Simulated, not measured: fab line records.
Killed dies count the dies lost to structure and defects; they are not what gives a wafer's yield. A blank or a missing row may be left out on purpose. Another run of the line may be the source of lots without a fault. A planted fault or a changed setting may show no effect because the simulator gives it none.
fab line records | flow berkeley-cmos170
[record] lots = 6 wafers = 18 last-day = 12
route steps=331 shown NWELL@27 PWELL@34
lots untouched by any fault: they come from a run of this same line in which no faults occurred
start-h: start of the lot's first displayed wafer, in hours after the record's first day | wait-h: how many hours have passed since the lot's step before this one | " the same as in the row above | L1.1+2: one row covering several wafers at once | - no value, or no start given | * or withheld: withheld | < > ~ a bound
route shown NAME@n: names a module that has steps shown in the file, with the first one's number in the route | usual: mean/standard deviation taken from wafers without a fault | same: alike in all rows | chamber/n: place in a boat | sites: per-site readings | _std_site: the standard deviation of these | _edge_site: the outer-site mean with the inner-site mean subtracted | radius-mm: how far each site lies from the wafer's centre | mask NAME#n: copy n | behind: the most recent tool/chamber to have shaped the wafer | hold: why the lot went on hold/how many hours it stayed there/how the hold came to an end | device: the n, p or np transistor that did not switch | end of line: tests of these same wafers at the route's end | for a step that has no rows: nothing shown but its recipe | killed: not the wafer's yield, but the dies lost to structure and defects at the first sort | map: dies across one wafer; x = killed, . = not, _ = none there
set.NAME: the run value of the setting; set.NAME@STEP: its run value at that earlier step | model.NAME: the simulator's own value behind a step, which no gauge read
lots at some steps of the route; a table a step, a row a wafer
services: when a tool's chamber went out of use (start-h, in hours from the record's first day, below 0 if earlier), for how many hours, and the reason
[[steps]]
[step UCB170_NWELL_ETCH_13]
[recipe] chemistry = CH3F/Ar/O2 target = Si3N4 stop-on = SiO2 CH3F_flow_sccm = 20 Ar_flow_sccm = 50 O2_flow_sccm = 7 pressure-mtorr = 50 rf-w = 450 target-depth-a = 2464 over-etch-frac = 0.1 time-s = 154
[usual] drypump-motor-current-A = 5.6/0.47 oes-product-au = 0.941/0.014 throttle-valve-pct = 8.01/0.17
[same] time-s = 154
// columns lot.wafer tool chamber start-h wait-h drypump-motor-current-A oes-product-au rf-hours-counter-h throttle-valve-pct
L986.2 rie-diel-04 0 71.98 0.0 5.1 0.967 36 7.76
L986.4 " 2 " " 5.2 0.938 21 7.98
L986.6 " 1 " " 5.3 0.926 - 8.05
L990.1 rie-diel-03 2 85.24 0.0 6.1 0.943 1 8.18
L990.3 " 3 " " 5.7 0.958 164 8.17
L990.6 " 1 " " 5.4 0.934 - 8.12
L998.1 rie-diel-01 1 129.28 0.1 5.8 0.942 97 8.01
L998.3 " 3 " " 4.9 0.942 33 8.01
L998.4 " 1 " " 5.8 0.943 - 8.01
L101.1 rie-diel-04 2 139.96 0.0 5.2 0.932 25 7.98
L101.3 " 1 " " 5.3 0.930 8 8.07
L101.4 " 3 " " 6.4 0.944 113 7.82
L100.1 rie-diel-03 0 140.53 0.0 5.9 0.922 122 7.75
L100.3 " 2 " " 6.1 0.943 4 8.20
L100.4 " 1 " " 5.4 0.937 36 8.11
L102.3 rie-diel-04 1 150.42 0.0 5.3 0.926 8 8.09
L102.5 " 0 " " 5.2 0.957 - 7.76
L102.6 " 3 " " 6.4 0.944 - 7.82
[step UCB170_NWELL_IMPLANT_14]
[recipe] species = P dose-cm2 = 1e+13 energy-kev = 150 tilt-deg = 7
[step UCB170_NWELL_STRIP_15]
[recipe] chemistry = O2 power-w = 400 pressure-mtorr = 3500 platen-temp-c = withheld o2-flow-sccm = 400 overash-fraction = 0.5
[usual] drypump-motor-current-A = 6.0/0.66 oes-product-au = 0.720/0.0048 strip-time-to-endpoint-s = 18.01/0.076
// columns lot.wafer tool chamber start-h wait-h drypump-motor-current-A oes-product-au rf-hours-counter-h strip-time-to-endpoint-s
L986.2 plasma-asher-04 1 72.23 0.1 6.5 0.720 37 18.08
L986.4 " 0 " " 6.5 0.720 - 17.99
L986.6 " 0 " " 6.5 0.722 - 18.12
L990.1 plasma-asher-04 1 85.49 0.1 6.5 0.720 39 17.99
L990.3 " 1 " " 6.5 0.713 - 18.08
L990.6 " 0 " " 6.5 0.715 - 18.00
L998.1 plasma-asher-01 1 129.53 0.1 4.7 0.725 36 17.96
L998.3 " 1 " " 4.7 0.727 - 17.97
L998.4 " 0 " " 6.0 0.717 - 17.96
L101.1 plasma-asher-04 1 140.21 0.1 6.5 0.722 47 18.04
L101.3 " 0 " " 6.5 0.724 - 18.08
L101.4 " 1 " " 6.5 0.722 - 17.95
L100.1 plasma-asher-01 0 140.79 0.1 5.9 0.725 37 17.90
L100.3 " 1 " " 4.7 0.723 - 17.91
L100.4 " 0 " " 5.9 0.722 - 17.92
L102.3 plasma-asher-01 1 150.71 0.1 4.7 0.717 - 18.06
L102.5 " 1 " " 4.7 0.723 - 18.07
L102.6 " 0 " " 5.9 0.714 - 18.00
[step UCB170_NWELL_TW_MEAS_16]
[usual] NWELL_TW = 1240/12
// columns lot.wafer tool chamber start-h wait-h NWELL_TW
L986.2 film-metro-01 - 72.34 0.1 1239
L986.4 " - " " 1246
L986.6 " - " " 1240
L990.1 film-metro-04 - 85.59 0.1 1262
L990.3 " - " " 1258
L990.6 " - " " 1252
L998.1 film-metro-01 - 129.63 0.1 1247
L998.3 " - " " 1240
L998.4 " - " " 1242
L101.1 film-metro-02 - 140.31 0.1 1227
L101.3 " - " " 1230
L101.4 " - " " 1224
L100.1 film-metro-04 - 140.89 0.1 1240
L100.3 " - " " 1242
L100.4 " - " " 1245
L102.3 film-metro-01 - 150.79 0.1 1242
L102.5 " - " " 1242
L102.6 " - " " 1238
[step UCB170_NWELL_CLEAN_17]
[recipe] chemistry = SPM temp-c = 120 time-s = 600
[step UCB170_NWELL_WET_ETCH_18]
[recipe] chemistry = H3PO4 target = Si3N4 temp-c = 160 time-s = 14400
[step UCB170_NWELL_WET_ETCH_19]
[recipe] chemistry = BOE dilution = 5:1 target = SiO2 temp-c = 25 time-s = 22
[step UCB170_PWELL_CLEAN_00]
[recipe] chemistry = SPM temp-c = 120 time-s = 600
[step UCB170_PWELL_CLEAN_01]
[recipe] chemistry = dHF dilution = 25:1 time-s = 60
[step UCB170_PWELL_OXIDATION_02]
[recipe] temp-c = 1000 ambient = O2 target-thk-a = 264 ox-time-s = 1260
[step UCB170_PWELL_THK_MEAS_03]
[recipe] reads = SiO2_of_PWELL_OXIDATION_02
[usual] PWELL_OXIDE_THK = 26.4/0.43
// columns lot.wafer tool chamber start-h wait-h PWELL_OXIDE_THK[nm]
L986.2 film-metro-01 - 80.93 0.0 25.5
L986.4 " - " " 25.9
L986.6 " - " " 25.8
L990.1 film-metro-03 - 95.47 0.0 27.1
L990.3 " - " " 26.6
L990.6 " - " " 26.4
L998.1 film-metro-01 - 138.15 0.1 26.9
L998.3 " - " " 27.0
L998.4 " - " " 26.7
L100.1 film-metro-04 - 148.57 0.0 26.3
L100.3 " - " " 26.7
L100.4 " - " " 26.3
L101.1 film-metro-03 - 148.57 0.0 26.6
L101.3 " - " " 26.6
L101.4 " - " " 26.9
L102.3 film-metro-03 - 160.52 0.0 25.7
L102.5 " - " " 26.1
L102.6 " - " " 26.1
[step UCB170_PWELL_ANNEAL_04]
[recipe] temp-c = 1000 time-s = 900 ambient = N2
[step UCB170_PWELL_CVD_05]
[recipe] material = Si3N4 target-thk-nm = 220 temp-c = 800 precursor = SiH2Cl2/NH3 time-s = 3300 pressure-mtorr = 200 sih2cl2-flow-sccm = 25 nh3-flow-sccm = 75
[usual] zone-power-load-pct = 19.5/1.9
// columns lot.wafer tool chamber start-h wait-h zone-power-load-pct model.Si3N4_of_PWELL_CVD_05.thk-nm
L986.2 lpcvd-01 1 85.67 0.0 21.0 219.3
L986.4 " 1 " " 20.9 219.7
L986.6 " 1 " " 21.0 221.1
L990.1 lpcvd-02 1 99.83 0.0 17.0 215.5
L990.3 " 1 " " 17.3 216
L990.6 " 1 " " 17.2 214.7
L998.1 lpcvd-02 1 143.68 0.0 17.0 220.2
L998.3 " 1 " " 17.1 220.4
L998.4 " 1 " " 17.1 221
L100.1 lpcvd-01 0 151.71 0.0 18.6 403.7
L100.3 " 0 " " 18.7 400
L100.4 " 0 " " 18.3 402.2
L101.1 lpcvd-01 0 151.71 0.0 18.3 403.9
L101.3 " 0 " " 18.2 403
L101.4 " 0 " " 18.6 401.4
L102.3 lpcvd-01 1 165.61 0.0 21.2 221.1
L102.5 " 1 " " 21.0 221.4
L102.6 " 1 " " 20.8 221.5
[step UCB170_PWELL_THK_MEAS_06]
[recipe] reads = Si3N4_of_PWELL_CVD_05
[usual] PWELL_NITRIDE_THK = 218.8/1.9
// columns lot.wafer tool chamber start-h wait-h PWELL_NITRIDE_THK[nm]
L986.2 film-metro-03 - 87.60 0.0 219.2
L986.4 " - " " 219.8
L986.6 " - " " 221.1
L990.1 film-metro-01 - 101.75 0.0 215.4
L990.3 " - " " 216.1
L990.6 " - " " 214.7
L998.1 film-metro-04 - 145.60 0.0 220.3
L998.3 " - " " 220.3
L998.4 " - " " 221.1
L100.1 film-metro-01 - 153.63 0.0 403.5
L100.3 " - " " 400.1
L100.4 " - " " 402.2
L101.1 film-metro-04 - 153.69 0.1 403.6
L101.3 " - " " 403.3
L101.4 " - " " 401.2
L102.3 film-metro-01 - 167.54 0.0 221.1
L102.5 " - " " 221.2
L102.6 " - " " 221.4
[step UCB170_PWELL_HMDS_07]
[recipe] prime-time-s = 60 prime-temp-c = 100
[step UCB170_PWELL_COAT_08]
[recipe] resist = KrF spin-rpm = 1500 resist-thk-nm = 900
[step UCB170_PWELL_SOFTBAKE_09]
[recipe] resist = KrF temp-c = 130 time-s = 60
[step UCB170_PWELL_EXPOSE_10]
[recipe] mask-id = PWELL target-cd-nm = 3000 na = 0.5 sigma-outer = 0.6 source-shape = conventional dose-mj = 19
[step UCB170_PWELL_PEB_11]
[recipe] peb-temp-c = 130 peb-time-s = withheld resist = KrF
[step UCB170_PWELL_DEVELOP_12]
[recipe] developer = TMAH develop-time-s = 45 resist = KrF dev-temp-c = 21
[step UCB170_PWELL_OVL_MEAS_13]
[usual] PWELL_OVL = 1/5.3
// columns lot.wafer tool chamber start-h wait-h PWELL_OVL[nm]
L986.2 overlay-02 - 88.62 - 8
L986.4 " - " " 8
L986.6 " - " " 10
L990.1 overlay-01 - 103.75 - 10
L990.3 " - " " 5
L990.6 " - " " 9
L998.1 overlay-02 - 147.00 - -7
L998.3 " - " " -1
L998.4 " - " " -1
L100.1 overlay-01 - 154.90 - 1
L100.3 " - " " 6
L100.4 " - " " 1
L101.1 overlay-02 - 155.17 - -3
L101.3 " - " " -3
L101.4 " - " " -5
L102.3 overlay-01 - 168.92 - -3
L102.5 " - " " -9
L102.6 " - " " -6
[step UCB170_PWELL_ETCH_14]
[recipe] chemistry = CH3F/Ar/O2 target = Si3N4 stop-on = SiO2 CH3F_flow_sccm = 20 Ar_flow_sccm = 50 O2_flow_sccm = 7 pressure-mtorr = 50 rf-w = 450 target-depth-a = 2420 over-etch-frac = 0.1 time-s = 151
[usual] drypump-motor-current-A = 5.6/0.45 oes-product-au = 0.942/0.015 throttle-valve-pct = 7.99/0.15
[same] time-s = 151
// columns lot.wafer tool chamber start-h wait-h drypump-motor-current-A oes-product-au rf-hours-counter-h throttle-valve-pct model.etch.depth-nm
L986.2 rie-diel-04 1 88.65 0.0 5.3 0.928 5 8.04 219.3
L986.4 " 3 " " 6.4 0.935 110 7.81 219.7
L986.6 " 0 " " 5.1 0.957 - 7.78 221.1
L990.1 rie-diel-02 3 103.79 0.0 5.5 0.938 13 8.00 215.5
L990.3 " 2 " " 5.8 0.949 123 7.77 216
L990.6 " 0 " " 5.2 0.925 - 7.98 214.7
L998.1 rie-diel-01 1 147.03 0.0 5.7 0.946 98 7.99 220.2
L998.3 " 0 " " 6.4 0.974 123 8.29 220.4
L998.4 " 3 " " 5.0 0.952 33 8.01 221
L100.1 rie-diel-04 1 154.93 0.0 5.3 1.004 8 8.07 247.4
L100.3 " 3 " " 6.4 1.016 114 7.83 247.9
L100.4 " 2 " " 5.2 0.995 26 7.98 244.5
L101.1 rie-diel-01 2 155.21 0.0 5.7 1.016 16 8.21 247.7
L101.3 " 3 " " 5.0 1.013 34 8.01 243.5
L101.4 " 0 " " 6.3 1.004 123 8.28 233.7
L102.3 rie-diel-02 3 168.94 0.0 5.5 0.952 16 8.02 221.1
L102.5 " 1 " " 5.5 0.938 - 7.95 221.4
L102.6 " 2 " " 5.8 0.962 - 7.76 221.5
[step UCB170_PWELL_IMPLANT_15]
[recipe] species = B dose-cm2 = 5e+12 energy-kev = 60 tilt-deg = 7
[[services]]
// columns tool chamber start-h hours kind
rie-diel-02 - 53.82 0.2 repair
rie-diel-03 0 73.18 16.4 repair
rie-diel-03 3 89.61 - clean
rie-diel-03 3 89.61 20.0 scheduled-down
rie-diel-03 3 89.61 20.0 vent-cycle
rie-diel-03 1 93.06 8.5 repair
rie-diel-02 - 93.19 2.8 pm
lpcvd-02 - 94.47 1.4 repair
rie-diel-01 2 118.82 16.3 repair
rie-diel-02 3 130.97 3.1 repair
plasma-asher-04 - 142.12 0.9 repair
rie-diel-03 2 152.99 6.8 repair
[[key]]
[first-sign] step = UCB170_PWELL_THK_MEAS_06 reading = PWELL_NITRIDE_THK direction = up sigmas = 96 usual = 218.8 struck = 402.3
[effect] step = UCB170_PWELL_ETCH_14 reading = oes-product-au direction = up sigmas = 4.3 usual = 0.942 struck = 1.008
[model-effect] step = UCB170_PWELL_CVD_05 value = Si3N4_of_PWELL_CVD_05.thk-nm without = 219 struck = 402.4
[model-effect] step = UCB170_PWELL_ETCH_14 value = etch.depth-nm without = 219 struck = 244.1
met-at UCB170_PWELL_CVD_05
struck-wafers L100.1,L100.3,L100.4,L101.1,L101.3,L101.4
later-rows-left-out L100.1,L100.3,L100.4,L101.1,L101.3,L101.4
sort-left-out L100.1,L100.3,L100.4,L101.1,L101.3,L101.4
tester-left-out L100,L101
[fault] kind = process-parameter-drift tool = lpcvd-01 chamber = 0 onset-h = 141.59 steps = UCB170_PWELL_CVD_05 channel = target-thk-nm offset = 183.36 shape = step end-h = 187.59 acts-in = these-recipes-only stated = 220
// tester-left-out: of these lots the tester's yield and bins aren't shown, on N5 and GAA mostly nor the transistor test; their killed dies are dies lost to structure and defects alone, not to doping, threshold or leakage, so they don't give the yield
// sort-left-out: the simulated sort isn't trusted on such a fault, so these wafers' sort isn't shown, and their yield isn't known
// later-rows-left-out: the simulator's readings of these wafers behind a module that went badly wrong aren't trusted and aren't shown, but for the sort
